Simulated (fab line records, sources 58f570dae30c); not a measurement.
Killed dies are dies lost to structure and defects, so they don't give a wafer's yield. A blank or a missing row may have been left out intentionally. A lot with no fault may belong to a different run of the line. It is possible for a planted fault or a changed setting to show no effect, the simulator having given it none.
What tool caused it? | flow berkeleyCmos170 | 7 lots, 21 wafers sampled, at 1 step of a route of 331

== WHAT THE GAUGES SHOWED, per wafer ==
UCB170_PLDD_OVL_MEAS_07.
lot  | measured     | on         | PLDD_OVL (nm)
L342 | day 6 16:58  | overlay-02 | 2 1 -2
L345 | day 7 10:29  | overlay-01 | -3 -1 0
L346 | day 7 11:02  | overlay-02 | -8 -12 3
L350 | day 7 18:35  | overlay-02 | -6 -1 4
L349 | day 7 19:04  | overlay-01 | 5 -5 1
L357 | day 9 09:20  | overlay-01 | -1 4 1
L363 | day 10 12:42 | overlay-01 | 9 0 6

== WHAT TOOL EACH LOT RAN ON (gives the tool, then ch and the chambers of the sampled wafers, and finally the start) ==
Record: no process step prior to these readings.

== THE ANSWER, worked out from the rows above alone ==
Rule: what is usual is taken from the lots themselves. The widest of any qualifying gaps counts: lots, ordered by their means at a reading, are off when they make up no more than a third of the lots, leave a main group of 4 or more, and stand apart from it by 3 or more times the standard deviation of that group's means. If all means in a main group match to the digits the tables above print for the reading, that group is not used. Also off: a lot with no number at a reading for which 4 or more lots have one. The other lots that the step has rows for count as sound.
Across all readings shown, no lot is off: no conclusion can be drawn from this.

== WHAT WAS PUT IN BY THE SIMULATOR ==
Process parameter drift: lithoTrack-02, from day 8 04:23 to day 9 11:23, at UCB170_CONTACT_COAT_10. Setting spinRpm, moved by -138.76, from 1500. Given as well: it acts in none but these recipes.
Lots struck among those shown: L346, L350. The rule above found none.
